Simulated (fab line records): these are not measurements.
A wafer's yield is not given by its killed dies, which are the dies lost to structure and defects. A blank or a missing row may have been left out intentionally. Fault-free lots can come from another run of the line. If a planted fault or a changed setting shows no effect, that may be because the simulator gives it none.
fab line records ; flow berkeleyCmos170
record lots=13; wafers=39; lastDay=13
route steps=331 shown PSD@182 NSD@197 SDANNEAL@205 SILICIDE@211
lots untouched by any fault: they come from a run of this same line in which no faults occurred
startH: the number of hours between the record's first day and the start of the first shown wafer of the lot ; waitH: how many hours have passed since the lot's step before this one ; " as in the row above ; L1.1+2: several wafers, shown together as one row ; - value missing, or start not given ; * or withheld: withheld ; < > ~ a bound
route shown NAME@n: names a module that has steps shown in the file, with the first one's number in the route ; usual: mean/standard deviation taken from wafers without a fault ; same: alike in all rows ; chamber/n: place in a boat ; sites: the reading at each site ; _std_site: the values' standard deviation ; _edge_site: mean of outer sites minus mean of inner sites ; radiusMm: for every site, how far away it sits from the centre of the wafer ; mask NAME#n: copy n ; behind: the most recent tool/chamber to have shaped the wafer ; hold: why the lot was held/for how many hours/how that ended ; device: names the non-switching transistor (n, p or np) ; end of line: at the end of the route, the tests of the same wafers ; for a step that has no rows: nothing shown but its recipe ; killed: the dies lost at the first sort to structure and to defects; this is not the yield of the wafer ; map: dies across one wafer; x = killed, . = not, _ = none there
set.NAME: the setting as run; set.NAME@STEP: as run at that earlier step ; model.NAME: the simulator's own value behind a step, which no gauge read
the route's steps for a sample of lots (tables are steps, rows are wafers)
services: a tool's chamber out of use, with start hour (startH, from the record's first day; less than 0 if before it), hours out, and reason
## steps
# step UCB170_PSD_OVL_MEAS_07
# usual PSD_OVL=-1/5.4
lot.wafer;tool;chamber;startH;waitH;PSD_OVL[nm]
L769.2;overlay-01;-;136.06;0.1;1
L769.3;overlay-01;-;136.06;0.1;-3
L769.5;overlay-01;-;136.06;0.1;0
L768.3;overlay-01;-;137.45;0.1;-6
L768.4;overlay-01;-;137.45;0.1;1
L768.6;overlay-01;-;137.45;0.1;-5
L771.1;overlay-02;-;142.44;0.1;-5
L771.3;overlay-02;-;142.44;0.1;-10
L771.6;overlay-02;-;142.44;0.1;-9
L772.1;overlay-01;-;142.58;0.1;1
L772.2;overlay-01;-;142.58;0.1;-4
L772.6;overlay-01;-;142.58;0.1;-2
L770.1;overlay-02;-;142.72;0.1;2
L770.4;overlay-02;-;142.72;0.1;4
L770.6;overlay-02;-;142.72;0.1;-10
L774.1;overlay-01;-;159.89;0.1;-3
L774.4;overlay-01;-;159.89;0.1;-3
L774.6;overlay-01;-;159.89;0.1;-2
L777.3;overlay-02;-;191.38;0.1;12
L777.4;overlay-02;-;191.38;0.1;6
L777.5;overlay-02;-;191.38;0.1;12
L778.1;overlay-02;-;191.66;0.1;0
L778.3;overlay-02;-;191.66;0.1;7
L778.6;overlay-02;-;191.66;0.1;3
L779.4;overlay-02;-;208.32;0.1;-3
L779.5;overlay-02;-;208.32;0.1;-5
L779.6;overlay-02;-;208.32;0.1;-4
L781.3;overlay-02;-;208.67;0.1;4
L781.4;overlay-02;-;208.67;0.1;8
L781.5;overlay-02;-;208.67;0.1;4
L783.2;overlay-02;-;229.18;0.1;6
L783.3;overlay-02;-;229.18;0.1;2
L783.4;overlay-02;-;229.18;0.1;2
L789.3;overlay-01;-;247.20;0.1;2
L789.5;overlay-01;-;247.20;0.1;2
L789.6;overlay-01;-;247.20;0.1;8
L790.4;overlay-02;-;276.21;0.1;-5
L790.5;overlay-02;-;276.21;0.1;-3
L790.6;overlay-02;-;276.21;0.1;-3
# step UCB170_NSD_TW_MEAS_10
# usual NSD_TW=4206/31
lot.wafer;tool;chamber;startH;waitH;NSD_TW
L769.2;filmMetro-03;-;139.95;0.1;4217
L769.3;filmMetro-03;-;139.95;0.1;4199
L769.5;filmMetro-03;-;139.95;0.1;4190
L768.3;filmMetro-03;-;140.20;0.1;4233
L768.4;filmMetro-03;-;140.20;0.1;4211
L768.6;filmMetro-03;-;140.20;0.1;4208
L771.1;filmMetro-04;-;144.21;0.1;4209
L771.3;filmMetro-04;-;144.21;0.1;4239
L771.6;filmMetro-04;-;144.21;0.1;4233
L772.1;filmMetro-02;-;144.51;0.1;4144
L772.2;filmMetro-02;-;144.51;0.1;4159
L772.6;filmMetro-02;-;144.51;0.1;4139
L770.1;filmMetro-03;-;144.79;0.1;4195
L770.4;filmMetro-03;-;144.79;0.1;4203
L770.6;filmMetro-03;-;144.79;0.1;4192
L774.1;filmMetro-04;-;161.78;0.1;4230
L774.4;filmMetro-04;-;161.78;0.1;4200
L774.6;filmMetro-04;-;161.78;0.1;4208
L777.3;filmMetro-04;-;193.29;0.1;4215
L777.4;filmMetro-04;-;193.29;0.1;4232
L777.5;filmMetro-04;-;193.29;0.1;4236
L778.1;filmMetro-02;-;193.55;0.1;4153
L778.3;filmMetro-02;-;193.55;0.1;4193
L778.6;filmMetro-02;-;193.55;0.1;4163
L779.4;filmMetro-03;-;210.38;0.1;4203
L779.5;filmMetro-03;-;210.38;0.1;4209
L779.6;filmMetro-03;-;210.38;0.1;4209
L781.3;filmMetro-04;-;210.92;0.1;4229
L781.4;filmMetro-04;-;210.92;0.1;4229
L781.5;filmMetro-04;-;210.92;0.1;4237
L783.2;filmMetro-04;-;232.71;0.1;4246
L783.3;filmMetro-04;-;232.71;0.1;4272
L783.4;filmMetro-04;-;232.71;0.1;4267
L789.3;filmMetro-03;-;249.35;0.1;4232
L789.5;filmMetro-03;-;249.35;0.1;4226
L789.6;filmMetro-03;-;249.35;0.1;4241
L790.4;filmMetro-04;-;278.46;0.1;4216
L790.5;filmMetro-04;-;278.46;0.1;4216
L790.6;filmMetro-04;-;278.46;0.1;4202
# step UCB170_SDANNEAL_RTA_01
# recipe tempC=1050; timeS=5; ambient=N2
# usual annealTempCMax=1056.4/1.2; lampPowerPct=37.1/1.7; wafer_temp_C_max=1053.8/1
lot.wafer;tool;chamber;startH;waitH;annealTempCMax;lampPowerPct;wafer_temp_C_max
L769.2;rtpAnneal-02;0;141.48;0.1;1056.4;38.7;1053.7
L769.3;rtpAnneal-02;0;141.48;0.1;1056.1;38.7;1052.5
L769.5;rtpAnneal-02;0;141.48;0.1;1056.7;38.8;1051.4
L768.3;rtpAnneal-01;0;141.68;0.1;1054.4;35.3;1053.1
L768.4;rtpAnneal-01;0;141.68;0.1;1058.0;35.4;1055.0
L768.6;rtpAnneal-01;0;141.68;0.1;1055.7;35.4;1054.4
L771.1;rtpAnneal-01;0;145.36;0.1;1055.8;35.3;1055.2
L771.3;rtpAnneal-01;0;145.36;0.1;1055.8;35.3;1055.0
L771.6;rtpAnneal-01;0;145.36;0.1;1058.1;35.4;1053.5
L772.1;rtpAnneal-02;0;145.61;0.1;1054.8;38.8;1053.0
L772.2;rtpAnneal-02;0;145.61;0.1;1056.3;38.7;1052.5
L772.6;rtpAnneal-02;0;145.61;0.1;1057.3;38.8;1052.6
L770.1;rtpAnneal-02;0;145.81;0.1;1057.1;38.7;1051.7
L770.4;rtpAnneal-02;0;145.81;0.1;1056.2;38.8;1051.4
L770.6;rtpAnneal-02;0;145.81;0.1;1057.5;38.8;1053.7
L774.1;rtpAnneal-01;0;162.87;0.1;1057.7;35.3;1055.2
L774.4;rtpAnneal-01;0;162.87;0.1;1055.3;35.3;1054.4
L774.6;rtpAnneal-01;0;162.87;0.1;1056.7;35.4;1054.6
L777.3;rtpAnneal-02;0;194.31;0.1;1056.0;38.8;1052.2
L777.4;rtpAnneal-02;0;194.31;0.1;1056.4;38.7;1053.8
L777.5;rtpAnneal-02;0;194.31;0.1;1057.3;38.8;1052.6
L778.1;rtpAnneal-01;0;194.58;0.1;1054.8;35.3;1053.8
L778.3;rtpAnneal-01;0;194.58;0.1;1056.4;35.3;1054.0
L778.6;rtpAnneal-01;0;194.58;0.1;1056.6;35.3;1055.2
L779.4;rtpAnneal-02;0;211.48;0.1;1056.5;38.8;1053.1
L779.5;rtpAnneal-02;0;211.48;0.1;1056.0;38.7;1053.4
L779.6;rtpAnneal-02;0;211.48;0.1;1057.5;38.7;1052.5
L781.3;rtpAnneal-01;0;211.95;0.1;1055.8;35.4;1055.3
L781.4;rtpAnneal-01;0;211.95;0.1;1055.3;35.4;1054.3
L781.5;rtpAnneal-01;0;211.95;0.1;1054.8;35.4;1055.8
L783.2;rtpAnneal-01;0;233.75;0.1;1055.5;35.4;1053.6
L783.3;rtpAnneal-01;0;233.75;0.1;1057.1;35.4;1053.0
L783.4;rtpAnneal-01;0;233.75;0.1;1055.5;35.4;1054.2
L789.3;rtpAnneal-01;0;250.70;0.1;1056.6;35.4;1053.3
L789.5;rtpAnneal-01;0;250.70;0.1;1056.5;35.3;1054.0
L789.6;rtpAnneal-01;0;250.70;0.1;1056.1;35.3;1054.5
L790.4;rtpAnneal-01;0;279.64;0.1;1056.7;35.4;1054.4
L790.5;rtpAnneal-01;0;279.64;0.1;1054.8;35.4;1055.1
L790.6;rtpAnneal-01;0;279.64;0.1;1054.7;35.3;1054.7
# step UCB170_SILICIDE_SPUTTER_01
# recipe material=Ti; targetThkNm=30; timeS=25; powerW=1500; chamberPressurePa=0.5
# usual throttleValvePct=29.8/1.3
lot.wafer;tool;chamber;startH;waitH;throttleValvePct
L769.2;pvdSputter-03;-;142.08;0.0;29.7
L769.3;pvdSputter-03;-;142.08;0.0;27.9
L769.5;pvdSputter-03;-;142.08;0.0;31.0
L768.3;pvdSputter-02;-;142.26;0.0;29.6
L768.4;pvdSputter-02;-;142.26;0.0;28.0
L768.6;pvdSputter-02;-;142.26;0.0;30.2
L771.1;pvdSputter-01;-;146.02;0.0;29.2
L771.3;pvdSputter-01;-;146.02;0.0;27.8
L771.6;pvdSputter-01;-;146.02;0.0;31.4
L772.1;pvdSputter-02;-;146.22;0.0;30.1
L772.2;pvdSputter-02;-;146.22;0.0;28.2
L772.6;pvdSputter-02;-;146.22;0.0;30.6
L770.1;pvdSputter-03;-;146.42;0.0;28.2
L770.4;pvdSputter-03;-;146.42;0.0;31.5
L770.6;pvdSputter-03;-;146.42;0.0;28.3
L774.1;pvdSputter-01;-;163.47;0.0;29.5
L774.4;pvdSputter-01;-;163.47;0.0;30.1
L774.6;pvdSputter-01;-;163.47;0.0;27.6
L777.3;pvdSputter-03;-;194.90;0.0;28.2
L777.4;pvdSputter-03;-;194.90;0.0;31.5
L777.5;pvdSputter-03;-;194.90;0.0;27.9
L778.1;pvdSputter-01;-;195.18;0.0;28.0
L778.3;pvdSputter-01;-;195.18;0.0;29.6
L778.6;pvdSputter-01;-;195.18;0.0;27.7
L779.4;pvdSputter-03;-;212.05;0.0;31.8
L779.5;pvdSputter-03;-;212.05;0.0;29.4
L779.6;pvdSputter-03;-;212.05;0.0;31.4
L781.3;pvdSputter-02;-;212.54;0.0;29.4
L781.4;pvdSputter-02;-;212.54;0.0;28.1
L781.5;pvdSputter-02;-;212.54;0.0;29.7
L783.2;pvdSputter-03;-;234.34;0.0;31.6
L783.3;pvdSputter-03;-;234.34;0.0;31.2
L783.4;pvdSputter-03;-;234.34;0.0;29.5
L789.3;pvdSputter-02;-;251.31;0.0;30.3
L789.5;pvdSputter-02;-;251.31;0.0;29.8
L789.6;pvdSputter-02;-;251.31;0.0;28.3
L790.4;pvdSputter-01;-;280.25;0.0;31.5
L790.5;pvdSputter-01;-;280.25;0.0;29.6
L790.6;pvdSputter-01;-;280.25;0.0;28.3
# step UCB170_SILICIDE_RS_MEAS_02
# recipe thkMeasGauge=four-point-probe; reads=Ti_of_SILICIDE_SPUTTER_01
# usual SILICIDE_TI_RS=26.3/0.35
lot.wafer;tool;chamber;startH;waitH;SILICIDE_TI_RS[ohm/sq]
L769.2;filmMetro-03;-;142.13;0.0;26.2
L769.3;filmMetro-03;-;142.13;0.0;25.6
L769.5;filmMetro-03;-;142.13;0.0;25.9
L768.3;filmMetro-01;-;142.33;0.1;27.0
L768.4;filmMetro-01;-;142.33;0.1;26.9
L768.6;filmMetro-01;-;142.33;0.1;27.4
L771.1;filmMetro-01;-;146.05;0.0;26.5
L771.3;filmMetro-01;-;146.05;0.0;26.3
L771.6;filmMetro-01;-;146.05;0.0;26.8
L772.1;filmMetro-04;-;146.25;0.0;26.4
L772.2;filmMetro-04;-;146.25;0.0;25.8
L772.6;filmMetro-04;-;146.25;0.0;26.4
L770.1;filmMetro-04;-;146.45;0.0;25.8
L770.4;filmMetro-04;-;146.45;0.0;26.0
L770.6;filmMetro-04;-;146.45;0.0;25.6
L774.1;filmMetro-04;-;163.50;0.0;26.3
L774.4;filmMetro-04;-;163.50;0.0;26.0
L774.6;filmMetro-04;-;163.50;0.0;26.0
L777.3;filmMetro-04;-;194.97;0.1;26.0
L777.4;filmMetro-04;-;194.97;0.1;26.2
L777.5;filmMetro-04;-;194.97;0.1;25.9
L778.1;filmMetro-01;-;195.21;0.0;26.3
L778.3;filmMetro-01;-;195.21;0.0;26.2
L778.6;filmMetro-01;-;195.21;0.0;26.3
L779.4;filmMetro-03;-;212.15;0.1;26.0
L779.5;filmMetro-03;-;212.15;0.1;26.1
L779.6;filmMetro-03;-;212.15;0.1;26.0
L781.3;filmMetro-03;-;212.61;0.1;26.6
L781.4;filmMetro-03;-;212.61;0.1;26.3
L781.5;filmMetro-03;-;212.61;0.1;26.8
L783.2;filmMetro-01;-;234.51;0.2;27.1
L783.3;filmMetro-01;-;234.51;0.2;27.1
L783.4;filmMetro-01;-;234.51;0.2;27.3
L789.3;filmMetro-03;-;251.38;0.1;26.4
L789.5;filmMetro-03;-;251.38;0.1;26.1
L789.6;filmMetro-03;-;251.38;0.1;26.0
L790.4;filmMetro-01;-;280.34;0.1;26.6
L790.5;filmMetro-01;-;280.34;0.1;26.6
L790.6;filmMetro-01;-;280.34;0.1;26.2
## services
tool;chamber;startH;hours;kind
pvdSputter-02;-;142.36;0.6;repair
rtpAnneal-02;-;166.72;3.9;pm
pvdSputter-02;-;197.69;14.7;repair
pvdSputter-02;-;235.86;2.2;repair
pvdSputter-01;-;244.91;0.9;repair
pvdSputter-02;-;275.18;3.6;repair
## key
firstSign step=UCB170_SILICIDE_RS_MEAS_02; reading=SILICIDE_TI_RS; direction=up; sigmas=2.6; usual=26.3; struck=27.2
effect none on later readings
metAt UCB170_SILICIDE_SPUTTER_01
struckLots L783
testerLeftOut L783
notActingAt UCB170_PSD_OVL_MEAS_07,UCB170_NSD_TW_MEAS_10,UCB170_SDANNEAL_RTA_01
onsetBetween 212.05 234.34
fault kind=processParameterDrift; tool=pvdSputter-03; chamber=-; onsetH=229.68; steps=UCB170_SILICIDE_SPUTTER_01; channel=targetThkNm; offset=-0.76653; shape=step; endH=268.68; actsIn=theseRecipesOnly; stated=30
# testerLeftOut: of these lots the tester's yield and bins aren't shown, on N5 and GAA mostly nor the transistor test; their killed dies are dies lost to structure and defects alone, not to doping, threshold or leakage, so they don't give the yield
